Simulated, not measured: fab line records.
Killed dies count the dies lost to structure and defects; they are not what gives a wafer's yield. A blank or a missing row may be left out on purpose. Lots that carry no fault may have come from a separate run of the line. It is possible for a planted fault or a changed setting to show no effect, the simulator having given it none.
Check for tools in common / flow ritCmos / 14 lots, 42 wafers sampled

WHY IT WAS OPENED
RIT_PWELL_TW_MEAS_10, reading PWELL_TW: flagged on 2 of 14 lots. Wafers without a fault read 954, standard deviation 12.
Rule: a lot gets a flag if all its wafers with a number sit over 4 standard deviations from that mean, or if no wafer of it has a number. As for the other lots, they are considered sound.

lot=L793; measured=day 2 00:33; on=filmMetro-04; PWELL_TW, wafer by wafer=955 957 963; flag=
lot=L794; measured=day 2 04:15; on=filmMetro-02; PWELL_TW, wafer by wafer=956 959 964; flag=
lot=L798; measured=day 3 00:53; on=filmMetro-04; PWELL_TW, wafer by wafer=968 965 967; flag=
lot=L800; measured=day 3 09:21; on=filmMetro-01; PWELL_TW, wafer by wafer=943 936 939; flag=
lot=L801; measured=day 3 14:49; on=filmMetro-02; PWELL_TW, wafer by wafer=960 958 954; flag=
lot=L802; measured=day 3 19:28; on=filmMetro-02; PWELL_TW, wafer by wafer=962 962 954; flag=
lot=L803; measured=day 4 01:11; on=filmMetro-01; PWELL_TW, wafer by wafer=936 939 939; flag=
lot=L805; measured=day 4 11:59; on=filmMetro-01; PWELL_TW, wafer by wafer=936 935 936; flag=
lot=L806; measured=day 4 17:37; on=filmMetro-04; PWELL_TW, wafer by wafer=968 966 963; flag=
lot=L807; measured=day 5 00:49; on=filmMetro-04; PWELL_TW, wafer by wafer=1209 1210 1204; flag=FLAGGED
lot=L808; measured=day 5 01:50; on=filmMetro-01; PWELL_TW, wafer by wafer=1174 1171 1168; flag=FLAGGED
lot=L809; measured=day 5 06:39; on=filmMetro-04; PWELL_TW, wafer by wafer=961 967 959; flag=
lot=L810; measured=day 5 12:31; on=filmMetro-04; PWELL_TW, wafer by wafer=962 962 969; flag=
lot=L812; measured=day 5 21:52; on=filmMetro-01; PWELL_TW, wafer by wafer=947 950 949; flag=
Average over the flagged lots: 1189; offset from the usual +235, equal to +20 standard deviations.

WHICH TOOL RAN EACH LOT
The record keeps 1 process step preceding the reading, out of 202 steps on the route. Read each cell as the tool, then ch plus the chambers that the sampled wafers visited, then the start.
lot=L793; flag=; RIT_PWELL_IMPLANT_08=implanter-01 ch 0, day 2 00:14
lot=L794; flag=; RIT_PWELL_IMPLANT_08=implanter-03 ch 0, day 2 03:56
lot=L798; flag=; RIT_PWELL_IMPLANT_08=implanter-03 ch 0, day 3 00:35
lot=L800; flag=; RIT_PWELL_IMPLANT_08=implanter-01 ch 0, day 3 09:03
lot=L801; flag=; RIT_PWELL_IMPLANT_08=implanter-01 ch 0, day 3 14:30
lot=L802; flag=; RIT_PWELL_IMPLANT_08=implanter-01 ch 0, day 3 19:11
lot=L803; flag=; RIT_PWELL_IMPLANT_08=implanter-02 ch 0, day 4 00:53
lot=L805; flag=; RIT_PWELL_IMPLANT_08=implanter-01 ch 0, day 4 11:40
lot=L806; flag=; RIT_PWELL_IMPLANT_08=implanter-01 ch 0, day 4 17:19
lot=L807; flag=FLAGGED; RIT_PWELL_IMPLANT_08=implanter-03 ch 0, day 5 00:00
lot=L808; flag=FLAGGED; RIT_PWELL_IMPLANT_08=implanter-03 ch 0, day 5 01:12
lot=L809; flag=; RIT_PWELL_IMPLANT_08=implanter-02 ch 0, day 5 06:20
lot=L810; flag=; RIT_PWELL_IMPLANT_08=implanter-02 ch 0, day 5 12:12
lot=L812; flag=; RIT_PWELL_IMPLANT_08=implanter-01 ch 0, day 5 21:24
What the steps here do:
- RIT_PWELL_IMPLANT_08
- RIT_PWELL_TW_MEAS_10

FLAGGED AGAINST TOTAL, ONE TOOL AT A TIME (gauges that did the reading follow at the end)
step=RIT_PWELL_IMPLANT_08; tool=implanter-01; lots run=7; flagged=0; share of the flagged lots=none; sound lots run after its first flagged lot=-
step=RIT_PWELL_IMPLANT_08; tool=implanter-02; lots run=3; flagged=0; share of the flagged lots=none; sound lots run after its first flagged lot=-
step=RIT_PWELL_IMPLANT_08; tool=implanter-03; lots run=4; flagged=2; share of the flagged lots=all; sound lots run after its first flagged lot=0
step=RIT_PWELL_TW_MEAS_10; tool=filmMetro-01; lots run=5; flagged=1; share of the flagged lots=some; sound lots run after its first flagged lot=1 (L812)
step=RIT_PWELL_TW_MEAS_10; tool=filmMetro-02; lots run=3; flagged=0; share of the flagged lots=none; sound lots run after its first flagged lot=-
step=RIT_PWELL_TW_MEAS_10; tool=filmMetro-04; lots run=6; flagged=1; share of the flagged lots=some; sound lots run after its first flagged lot=2 (L809,L810)

WHAT THE TABLE PERMITS
In the table, 1 row covers all flagged lots: implanter-03 at RIT_PWELL_IMPLANT_08.
- implanter-03 at RIT_PWELL_IMPLANT_08: 2 of its 4 lots flagged. Last sound lot L798 at day 3 00:35, first flagged lot L807 at day 5 00:00; a fault beginning in between fits.
Left over: one tool, implanter-03 at RIT_PWELL_IMPLANT_08.

WHAT THE SIMULATOR HAD INSERTED
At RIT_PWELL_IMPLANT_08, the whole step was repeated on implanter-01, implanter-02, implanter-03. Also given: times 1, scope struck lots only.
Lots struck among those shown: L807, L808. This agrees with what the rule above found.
